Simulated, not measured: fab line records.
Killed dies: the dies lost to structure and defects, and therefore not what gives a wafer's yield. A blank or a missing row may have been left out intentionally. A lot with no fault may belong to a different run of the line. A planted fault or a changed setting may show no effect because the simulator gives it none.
A single fault, viewed from 2 desks -- flow berkeleyCmos170 -- each desk holds nothing but its own numbers, with what lay behind them at the end

## THE TOOL OWNER'S DESK: furnace-04
The tool's own readings at UCB170_NWELL_OXIDATION_01 (target thk 26.4 nm, ox time 1260 s): means of the sampled wafers that have a number, for each lot that ran on this tool. If a lot's mean is further than 4 standard deviations from the usual mean, the lot is out of limits and carries the mark OUT (the distance appears in the brackets).
Columns: A = spikeTcSourceC at UCB170_NWELL_OXIDATION_01, usual 1022.6 C; B = tube_center_temp_C_max at UCB170_NWELL_OXIDATION_01, usual 1002.5; C = zonePowerLoadPct at UCB170_NWELL_OXIDATION_01, usual 33 %; D = zonePowerSourcePct at UCB170_NWELL_OXIDATION_01, usual 34.7 %
lot,first seen here,A,B,C,D
L177,day 2 12:01,1022.6,1002.3,32,35.8
L178,day 2 12:01,1022.2,1002.4,31,35.8
L184,day 3 21:57,1021.8,1002.4,31,36.1
L187,day 4 18:45,1021.5,1002.7,31,36.2
L188,day 4 18:45,1023.1,1002.4,32,36.1
Result from this desk: across the 5 lots, nothing is out of limits.

## AT THE METROLOGY DESK
What the gauges read for every lot (on any tool): the sampled wafers with a number, averaged. If a lot's mean is further than 4 standard deviations from the usual mean, the lot is out of limits and carries the mark OUT (the distance appears in the brackets).
Columns: A = NWELL_OXIDE_THK at UCB170_NWELL_THK_MEAS_02, usual 26.3 nm
lot,first seen here,A
L175,day 2 07:08,25.9
L178,day 2 13:23,26.0
L177,day 2 13:24,26.1
L179,day 2 16:35,27.0
L180,day 3 00:47,26.6
L181,day 3 06:25,26.3
L184,day 3 23:18,22.7 (-6.9) OUT
L188,day 4 20:06,23.6 (-5.3) OUT
L187,day 4 20:07,23.5 (-5.3) OUT
L189,day 5 00:17,26.8
L191,day 5 04:56,26.7
L192,day 5 12:29,26.5
L194,day 5 19:26,27.3
L195,day 6 08:40,25.9
L198,day 6 20:58,26.1
Per this desk, out of limits: L184, L187, L188; the first was L184, day 3 23:18 (NWELL_OXIDE_THK at UCB170_NWELL_THK_MEAS_02). Within limits: L175, L178, L177, L179, L180, L181, L189, L191, L192, L194, L195, L198.

## ALL TOGETHER
Metrology desk: alarm possible at day 3 23:18 on L184, L187, L188.
The desk of the tool owner found nothing out of limits.
Tool owner's desk: L184, L187, L188 on record, inside its limits.
UCB170_NWELL_OXIDATION_01 was run on furnace-04 by each of the lots named.

## WHAT THE SIMULATOR HAD PUT IN
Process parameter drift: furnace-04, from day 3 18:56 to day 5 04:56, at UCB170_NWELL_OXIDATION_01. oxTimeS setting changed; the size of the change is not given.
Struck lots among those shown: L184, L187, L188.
Per desk, hours elapsed from the start of the fault to the first reading out of limits: for the metrology desk, 4.
